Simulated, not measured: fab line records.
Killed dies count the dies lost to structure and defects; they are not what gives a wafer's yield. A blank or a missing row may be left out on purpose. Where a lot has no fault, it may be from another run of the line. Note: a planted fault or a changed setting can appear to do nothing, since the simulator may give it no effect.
A struck lot beside a sound one ; flow berkeley_cmos170 ; 14 steps out of a route of 331
Sound: wafers L123.2, L123.4, L123.6. Wafers L129.2, L129.4, L129.5 were the ones struck. Last of all comes the cause.
Each step with rows lists, per side, the tool, then ch with its chambers, then its first start. Under that, the readings that differ: sound wafers ; struck wafers ; difference of the means ; sigmas: that difference in standard deviations of wafers without a fault.
alike: readings whose means differ by less than 2 such deviations, and words and numbers that are the same on both sides. not compared: withheld readings, readings that some wafer has no value for, bounds like >300 that may hide the same value, and numbers for which the record gives no deviation and whose values overlap.
Wherever a step has rows on one side only, a row that says differs or no value, or a row with sigmas, the two part there. Numbers that don't overlap but have no deviation are shown without sigmas and don't part them. A reading that every wafer of one side lacks parts them only if that side has two wafers or more.

first, 1 step without rows for these wafers: UCB170_ZERO_DEVELOP_05 (develop time 45 s).
UCB170_ZERO_ETCH_06: etches SiO2 in CHF3/CF4/Ar, time 12 s.
  sound on rie_diel-04 ch 0,1, day 4 19:49; struck on rie_diel-01 ch 0,1,2, day 6 00:38
  alike: drypump_motor_current_A, oes_product_au, throttle_valve_pct
  not compared: rf_hours_counter_h
UCB170_ZERO_STRIP_07: strips in O2.
  sound on plasma_asher-02 ch 0,1, day 4 19:50; struck on plasma_asher-01 ch 1, day 6 00:40
  alike: drypump_motor_current_A, oes_product_au, strip_time_to_endpoint_s
  not compared: rf_hours_counter_h
then, 2 steps without rows for these wafers: UCB170_NWELL_WET_ETCH_00 (etches SiO2 in dHF, time 200 s); UCB170_NWELL_OXIDATION_01 (target thk 26.4 nm, ox time 1260 s).
UCB170_NWELL_THK_MEAS_02:
  sound on film_metro-03, day 5 02:20; struck on film_metro-04, day 6 10:15
  alike: NWELL_OXIDE_THK
then, 2 steps without rows for these wafers: UCB170_NWELL_ANNEAL_03 (time 900 s); UCB170_NWELL_CVD_04 (deposits Si3N4 from SiH2Cl2/NH3, target thk 224 nm, time 3360 s).
UCB170_NWELL_THK_MEAS_05:
  sound on film_metro-04, day 5 11:00; struck on film_metro-04, day 6 18:17
  alike: NWELL_NITRIDE_THK
then, 3 steps without rows for these wafers: UCB170_NWELL_HMDS_06 (prime time 60 s); UCB170_NWELL_COAT_07 (resist thk 900 nm); UCB170_NWELL_SOFTBAKE_08 (time 60 s).
UCB170_NWELL_EXPOSE_09: exposes mask NWELL, target cd 3000 nm.
  sound on krf_scanner-01 ch 0, day 5 11:33; struck on krf_scanner-01, day 6 19:03
  no value came back on the struck wafers for exposure_dose_mJ_cm2, focus_offset_nm (nm); on the sound wafers exposure_dose_mJ_cm2 reads 24.999 25.052 25.002
  alike: mask
after that, 1 step had no rows for these wafers: UCB170_NWELL_PEB_10.

WHERE THEY PART
Only at UCB170_NWELL_EXPOSE_09, as far as this record shows.

WHY: what the simulator had put in
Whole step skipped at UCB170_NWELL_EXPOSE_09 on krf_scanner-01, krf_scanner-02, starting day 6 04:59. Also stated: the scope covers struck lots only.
